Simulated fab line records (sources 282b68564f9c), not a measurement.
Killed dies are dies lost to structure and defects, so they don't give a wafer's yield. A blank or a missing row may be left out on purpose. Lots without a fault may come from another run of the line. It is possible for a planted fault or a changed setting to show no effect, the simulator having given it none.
Check of tool commonality + flow ritCmos + 48 wafers sampled across 14 lots

## REASON IT WAS OPENED
2 of 14 lots carry a flag on the reading NWELL_RS at RIT_WELLDRIVE_RS_MEAS_01. No-fault wafers: 275.5 ohm/sq, standard deviation 0.92.
Rule: a lot is flagged when every wafer of it that has a number lies more than 4 standard deviations from that mean, or none has a number. The rest of the lots are taken to be sound.

| lot  | measured    | on           | NWELL_RS (ohm/sq), wafer by wafer   | flag    |
|------|-------------|--------------|-------------------------------------|---------|
| L900 | day 2 05:05 | filmMetro-03 | 275.9 275.8 275.8                   |         |
| L904 | day 3 01:04 | filmMetro-03 | 277.0 276.9 277.5                   |         |
| L905 | day 3 07:35 | filmMetro-04 | 276.4 276.0 275.1                   |         |
| L906 | day 3 14:05 | filmMetro-03 | 276.5 276.9 276.4                   |         |
| L907 | day 3 20:28 | filmMetro-04 | 274.5 276.0 276.0                   |         |
| L908 | day 4 01:35 | filmMetro-01 | 276.1 276.3 276.6                   |         |
| L910 | day 4 09:29 | filmMetro-04 | 273.7 274.4 274.2                   |         |
| L913 | day 5 00:23 | filmMetro-03 | 274.9 275.3 276.1                   |         |
| L914 | day 5 05:28 | filmMetro-04 | 269.3 269.4 269.6 269.5 269.2 269.9 | FLAGGED |
| L915 | day 5 11:42 | filmMetro-03 | 270.3 270.7 271.3 270.1 271.3 270.9 | FLAGGED |
| L916 | day 5 15:59 | filmMetro-03 | 274.0 274.9 274.5                   |         |
| L918 | day 6 00:11 | filmMetro-03 | 276.1 275.5 275.9                   |         |
| L919 | day 6 04:49 | filmMetro-03 | 274.0 273.6 274.6                   |         |
| L920 | day 6 09:38 | filmMetro-04 | 274.4 275.9 274.5                   |         |
Average over the flagged lots: 270.1 ohm/sq; offset from the usual -5.4 ohm/sq, equal to -6 standard deviations.

## WHICH TOOL EACH LOT WENT THROUGH
The record holds 1 process step before the reading, out of a route of 202 steps. Each cell gives the tool, then ch followed by the chambers the sampled wafers passed through, then the start.
| lot  | flag    | RIT_NWELL_IMPLANT_08           |
|------|---------|--------------------------------|
| L900 |         | implanter-04 ch 0, day 1 22:04 |
| L904 |         | implanter-04 ch 0, day 2 17:55 |
| L905 |         | implanter-04 ch 0, day 3 00:34 |
| L906 |         | implanter-04 ch 0, day 3 04:41 |
| L907 |         | implanter-01 ch 0, day 3 11:08 |
| L908 |         | implanter-01 ch 0, day 3 17:38 |
| L910 |         | implanter-02 ch 0, day 4 00:11 |
| L913 |         | implanter-02 ch 0, day 4 16:11 |
| L914 | FLAGGED | implanter-01 ch 0, day 4 21:32 |
| L915 | FLAGGED | implanter-01 ch 0, day 5 03:42 |
| L916 |         | implanter-04 ch 0, day 5 07:43 |
| L918 |         | implanter-02 ch 0, day 5 16:17 |
| L919 |         | implanter-04 ch 0, day 5 21:17 |
| L920 |         | implanter-04 ch 0, day 6 02:02 |
What the steps here do:
- RIT_NWELL_IMPLANT_08
- RIT_WELLDRIVE_RS_MEAS_01: measures by four-point-probe.

## FLAGGED OVER TOTAL, TOOL BY TOOL (the gauges that took the reading come last)
| step                     | tool         | lots run | flagged | share of the flagged lots | sound lots run after its first flagged lot |
|--------------------------|--------------|----------|---------|---------------------------|--------------------------------------------|
| RIT_NWELL_IMPLANT_08     | implanter-01 | 4        | 2       | all                       | 0                                          |
| RIT_NWELL_IMPLANT_08     | implanter-02 | 3        | 0       | none                      | -                                          |
| RIT_NWELL_IMPLANT_08     | implanter-04 | 7        | 0       | none                      | -                                          |
| RIT_WELLDRIVE_RS_MEAS_01 | filmMetro-01 | 1        | 0       | none                      | -                                          |
| RIT_WELLDRIVE_RS_MEAS_01 | filmMetro-03 | 8        | 1       | some                      | 3 (L916,L918,L919)                         |
| RIT_WELLDRIVE_RS_MEAS_01 | filmMetro-04 | 5        | 1       | some                      | 1 (L920)                                   |

## THE TABLE: WHAT IT ALLOWS
Rows of the table that ran each flagged lot: 1, that is implanter-01 at RIT_NWELL_IMPLANT_08.
- implanter-01 at RIT_NWELL_IMPLANT_08 ran 4 lots, 2 of them flagged. Its last sound lot is L908 (day 3 17:38), its first flagged lot L914 (day 4 21:32): a fault that began between those two fits. Its own readings (doseIonsCm2) fall more than 4 standard deviations out on all wafers of the flagged lots.
Just one tool remains: implanter-01 at RIT_NWELL_IMPLANT_08.

## WHAT THE SIMULATOR PUT IN
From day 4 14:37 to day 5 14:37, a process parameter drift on implanter-01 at RIT_NWELL_IMPLANT_08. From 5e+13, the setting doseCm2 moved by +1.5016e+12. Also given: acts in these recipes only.
Shown lots that were struck: L914, L915. Same finding as the rule above.
